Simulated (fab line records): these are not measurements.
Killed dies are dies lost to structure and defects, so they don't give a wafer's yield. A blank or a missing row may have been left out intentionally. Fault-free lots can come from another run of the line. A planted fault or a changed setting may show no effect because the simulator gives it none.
Comparing a struck lot with a sound one	flow rit-cmos	34 steps out of a route of 202
Sound: wafers L446.1, L446.4, L446.6. Wafers L433.1, L433.3, L433.4 were the ones struck. The cause is given at the end.
At each step with rows: each side's tool, then ch and its chambers, then its first start. Under that, the readings that differ: sound wafers	struck wafers	difference of the means	sigmas: that difference in standard deviations of wafers without a fault.
alike: same words and numbers on both sides, and readings whose means sit less than 2 such deviations apart. not compared: any withheld reading, any reading some wafer has no value for, any bound like >300 that may hide the same value, and any number with overlapping values for which the record gives no deviation.
Wherever a step has rows on one side only, a row that says differs or no value, or a row with sigmas, the two part there. When numbers do not overlap yet have no deviation, they are printed without sigmas and do not part them. A reading that every wafer of one side lacks parts them only if that side has two wafers or more.

first, 2 steps without rows for these wafers: RIT_SPACER_CLEAN_02 (cleans in SC2, time 600 s); RIT_SPACER_CVD_03 (deposits Si3N4 from SiH2Cl2/NH3, target thk 250 nm, time 3300 s).
RIT_SPACER_THK_MEAS_04:
  sound on film-metro-01 at day 6 09:04; struck on film-metro-03 at day 3 17:27
  alike: SPACER_NITRIDE_THK
RIT_SPACER_ETCHBACK_05: etches Si3N4 in SF6/CHF3, stops on SiO2, target depth 250 nm, time 240 s.
  sound on rie-diel-04 ch 0,2,3, day 6 09:07; struck on rie-diel-03 ch 0,2,3, day 3 17:31
  alike: drypump-motor-current-A, oes-product-au, throttle-valve-pct
  not compared: rf-hours-counter-h
then, 6 steps without rows for these wafers: RIT_NSD_HMDS_00 (prime time 60 s); RIT_NSD_COAT_01 (resist thk 1000 nm); RIT_NSD_SOFTBAKE_02 (time 60 s); RIT_NSD_EXPOSE_03 (exposes mask M9, target cd 40700 nm); RIT_NSD_PEB_04; RIT_NSD_DEVELOP_05 (develop time 50 s).
RIT_NSD_OVL_MEAS_06:
  sound on overlay-01 at day 6 10:15; struck on overlay-01 at day 3 18:31
  alike: NSD_OVL
then, 1 step without rows for these wafers: RIT_NSD_HARDBAKE_07 (time 60 s).
RIT_NSD_IMPLANT_08:
  sound on implanter-04 ch 0, day 6 10:31; struck on implanter-03 ch 0, day 3 18:41
reading	sound	struck	difference	sigmas
beam-energy-keV	24.994 24.999 25.008	22.489 22.495 22.498	-2.506	-99 or more
model.implant.rp-nm (nm)	32.37 32.37 32.37	29.94 29.94 29.94	-2.43	
model.implant.drp-nm (nm)	14.84 14.84 14.84	13.92 13.92 13.92	-0.92	
  alike: beam-on-s, dose-ions-cm2
RIT_NSD_STRIP_09: strips in O2, time 180 s.
  sound on plasma-asher-03 ch 1, day 6 10:40; struck on plasma-asher-03 ch 0,1, day 3 18:50
  alike: drypump-motor-current-A
  not compared: rf-hours-counter-h
RIT_NSD_TW_MEAS_10:
  sound on film-metro-04 at day 6 10:50; struck on film-metro-03 at day 3 19:01
  alike: NSD_TW
then, 6 steps without rows for these wafers: RIT_PSD_HMDS_00 (prime time 60 s); RIT_PSD_COAT_01 (resist thk 1000 nm); RIT_PSD_SOFTBAKE_02 (time 60 s); RIT_PSD_EXPOSE_03 (exposes mask M10, target cd 40900 nm); RIT_PSD_PEB_04; RIT_PSD_DEVELOP_05 (develop time 50 s).
RIT_PSD_OVL_MEAS_06:
  sound on overlay-01 at day 6 11:44; struck on overlay-02 at day 3 20:02
  alike: PSD_OVL
then, 2 steps without rows for these wafers: RIT_PSD_HARDBAKE_07 (time 60 s); RIT_PSD_IMPLANT_08.
RIT_PSD_STRIP_09: strips in O2, time 180 s.
  sound on plasma-asher-04 ch 0,1, day 6 12:05; struck on plasma-asher-03 ch 0,1, day 3 20:22
  alike: drypump-motor-current-A
  not compared: rf-hours-counter-h
RIT_PSD_TW_MEAS_10:
  sound on film-metro-03 at day 6 12:15; struck on film-metro-03 at day 3 20:32
  alike: PSD_TW
then, 3 steps without rows for these wafers: RIT_SDANNEAL_CLEAN_00 (cleans in SC1, time 600 s); RIT_SDANNEAL_CLEAN_01 (cleans in dHF, time 30 s); RIT_SDANNEAL_CLEAN_02 (cleans in SC2, time 600 s).
RIT_SDANNEAL_RTA_03: time 5 s.
  sound on rtp-anneal-02 ch 0, day 6 12:41; struck on rtp-anneal-01 ch 0, day 3 20:59
  alike: ramp-down-c-per-s, wafer_temp_C_max
RIT_SDANNEAL_RS_MEAS_04: measures by four-point-probe.
  sound on film-metro-01 at day 6 12:44; struck on film-metro-03 at day 3 21:03
  alike: PSD_RS
RIT_SDANNEAL_RS_MEAS_05: measures by four-point-probe.
  sound on film-metro-01 at day 6 12:52; struck on film-metro-03 at day 3 21:10
reading	sound	struck	difference	sigmas
NSD_RS (ohm/sq)	84.73 84.35 84.69	85.90 85.85 85.74	+1.24	+5
RIT_SDANNEAL_RS_MEAS_06: measures by four-point-probe.
  sound on film-metro-01 at day 6 12:59; struck on film-metro-03 at day 3 21:17
  alike: PLDD_RS
RIT_M1_PROBE_99:
  sound on prober-02 at day 6 20:06; struck on prober-02 at day 4 05:13
  alike: killed_at_M0_to_M3, killed-at-contacts, killed-at-front-end, killed-dies, killed-open, killed-short

## WHERE THEY PART
At RIT_NSD_IMPLANT_08 first; at RIT_SDANNEAL_RS_MEAS_05 last (within this record only). Later steps at which nothing parts them and some readings are alike: RIT_SDANNEAL_RS_MEAS_06, RIT_M1_PROBE_99.

WHY: what had been put in by the simulator
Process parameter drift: implanter-03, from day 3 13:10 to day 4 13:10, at RIT_NSD_IMPLANT_08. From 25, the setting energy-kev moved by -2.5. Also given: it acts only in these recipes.
